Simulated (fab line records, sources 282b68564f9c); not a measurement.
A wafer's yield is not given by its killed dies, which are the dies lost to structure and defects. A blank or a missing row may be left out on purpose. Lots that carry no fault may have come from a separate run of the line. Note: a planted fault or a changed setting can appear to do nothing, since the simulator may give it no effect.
A single fault, viewed from 2 desks	flow rit_cmos	numbers are kept per desk, each desk with only its own; the story behind them comes last

## THE METROLOGY DESK
What the gauges read, lot by lot, whatever tool the lot ran on: means of the sampled wafers that have a number. Any lot whose mean is over 4 standard deviations away from the usual mean is out of limits and marked OUT; that distance is given in the brackets.
Columns: A = INCOMING_BOW at RIT_ACTIVE_BOW_MEAS_00, usual 0 um; B = PRETRO_OVL at RIT_PRETRO_OVL_MEAS_06, usual -0.7 nm; C = cd_nm at RIT_CONTACT_CD_MEAS_90, usual 1000.1 nm
lot	first seen here	A	B	C
L615	day 1 15:00	-4	2.1	1000.4
L616	day 1 20:01	5	0.3	1001.9
L617	day 2 01:04	-1	-2.9	998.0
L618	day 2 06:00	6	-0.9	996.6
L620	day 2 16:02	-2	-1.3	1002.1
L623	day 3 07:00	2	-2.9	1004.1
L624	day 3 12:00	-1	-2.2	1001.0
L627	day 4 03:04	-1	1.6	-
L628	day 4 08:01	-1	-0.2	1001.4
L632	day 5 04:02	1	-1.3	999.8
L633	day 5 09:04	8	0.9	1000.6
L636	day 6 00:04	-0	-1.8	999.5
L637	day 6 05:00	3	0.0	1003.4
This desk found nothing out of limits on any of the 13 lots.

## THE TOOL OWNER'S DESK: plasma_asher-02
The tool's own readings at RIT_PLDD_STRIP_09 (strips in O2, time 180 s): means of the sampled wafers that have a number, for each lot that ran on this tool. Any lot whose mean is over 4 standard deviations away from the usual mean is out of limits and marked OUT; that distance is given in the brackets.
Columns: A = drypump_motor_current_A at RIT_PLDD_STRIP_09, usual 5.8 A; B = run_length_s at RIT_PLDD_STRIP_09, usual 208.3 s
lot	first seen here	A	B
L617	day 3 13:20	6.4	208.0
L618	day 3 17:45	6.5	207.9
L623	day 5 01:15	6.5	207.8
L627	day 6 11:53	6.5	72.2 (-99 or more) OUT
This desk's finding: out of limits on L627; first on L627, day 6 11:53 (run_length_s at RIT_PLDD_STRIP_09). L617, L618, L623: within limits.

## BROUGHT TOGETHER
The tool owner's desk had the chance to raise an alarm at day 6 11:53 on L627.
Metrology desk: nothing out of limits seen.
The metrology desk has L627 on record, within its limits.
The lots listed all ran RIT_PLDD_STRIP_09 on plasma_asher-02.

## WHAT WAS PUT IN BY THE SIMULATOR
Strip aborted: plasma_asher-02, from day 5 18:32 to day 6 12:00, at RIT_PLDD_STRIP_09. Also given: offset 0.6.
Struck lots among those shown: L627.
Each desk's first reading out of limits, in hours after the fault started: the tool owner's desk, 17.
